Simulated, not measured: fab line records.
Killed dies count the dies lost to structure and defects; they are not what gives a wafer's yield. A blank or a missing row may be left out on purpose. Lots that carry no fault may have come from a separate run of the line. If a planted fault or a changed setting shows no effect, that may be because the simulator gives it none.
Which tool did it? -- flow ritCmos -- 30 wafers from 10 lots sampled at 2 of the route's 202 steps

## WHAT THE GAUGES SHOWED, per wafer
RIT_ACTIVE_THK_MEAS_04. Usual: ACTIVE_NITRIDE_THK gives 150.2 nm (standard deviation 1.4).
lot,measured,on,ACTIVE_NITRIDE_THK (nm),flag
L424,day 1 14:16,filmMetro-01,149.7 150.5 149.8,
L425,day 1 18:35,filmMetro-01,148.2 148.3 147.5,
L431,day 3 01:14,filmMetro-02,276.4 275.1 276.0,OFF
L435,day 3 20:32,filmMetro-01,149.7 150.2 149.2,
L437,day 4 07:14,filmMetro-03,150.5 149.3 150.3,
L439,day 4 16:32,filmMetro-02,149.9 150.3 150.9,
L441,day 5 03:15,filmMetro-02,149.5 149.1 150.0,
L443,day 5 12:33,filmMetro-01,148.5 148.4 148.7,
L445,day 5 23:32,filmMetro-02,150.6 151.1 150.6,
L447,day 6 08:33,filmMetro-03,149.7 149.3 149.1,

## EACH LOT AND THE TOOL THAT RAN IT (in order: tool; ch and the chambers of the sampled wafers; start)
lot,RIT_ACTIVE_CVD_03
L424,"lpcvd-02 ch 0, day 1 12:07"
L425,"lpcvd-01 ch 1, day 1 17:10"
L431,"lpcvd-02 ch 1, day 2 23:07"
L435,"lpcvd-01 ch 1, day 3 19:07"
L437,"lpcvd-01 ch 1, day 4 05:07"
L439,"lpcvd-01 ch 1, day 4 15:07"
L441,"lpcvd-01 ch 0, day 5 01:07"
L443,"lpcvd-01 ch 1, day 5 11:07"
L445,"lpcvd-01 ch 0, day 5 22:06"
L447,"lpcvd-01 ch 0, day 6 07:07"
- RIT_ACTIVE_CVD_03: deposits Si3N4 from SiH2Cl2/NH3, target thk 150 nm, time 1500 s.

## AS READ BY THE TOOLS THEMSELVES (means over the sampled wafers that have a number; for cases with no such wafer, the mark the record gives instead)
RIT_ACTIVE_CVD_03. Usual: 60.06 sccm for sih2cl2FlowSccm, sd 0.18.
lot,tool,sih2cl2FlowSccm (sccm),flag
L424,lpcvd-02,60.29,
L425,lpcvd-01,60.26,
L431,lpcvd-02,60.09,
L435,lpcvd-01,59.83,
L437,lpcvd-01,60.20,
L439,lpcvd-01,60.02,
L441,lpcvd-01,60.08,
L443,lpcvd-01,60.18,
L445,lpcvd-01,60.06,
L447,lpcvd-01,60.05,

## THE ANSWER, worked out from the rows above alone
Rule: a lot is off if the mean of its wafers that have a number lies more than 3 standard deviations from the usual mean. A lot without any number at a reading at which 4 lots or more have one is off too. Where the step has rows for the other lots, those lots are counted as sound. Order of review: gauges by route order, followed by the tools' own readings, for which a lot's mean as printed above is used. The first step at which some lot is off is used, and at that step the reading that is off furthest; a lot without a number counts as furthest.
Off: L431, seen at RIT_ACTIVE_THK_MEAS_04 (ACTIVE_NITRIDE_THK).
A tool fits if, at a process step before that reading, it ran every lot that is off, and no sound lot after the first of them. Gauges at RIT_ACTIVE_THK_MEAS_04: tried the same way as those tools. One fits: lpcvd-02 at RIT_ACTIVE_CVD_03. Its last sound lot is L424 (day 1 12:07), its first lot that is off L431 (day 2 23:07): a fault that began between those two fits.

## WHAT WAS PUT IN BY THE SIMULATOR
lpcvd-02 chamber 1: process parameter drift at RIT_ACTIVE_CVD_03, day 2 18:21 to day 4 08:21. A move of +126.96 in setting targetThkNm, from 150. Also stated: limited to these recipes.
Shown lots that were struck: L431. The rule given above showed the same thing.
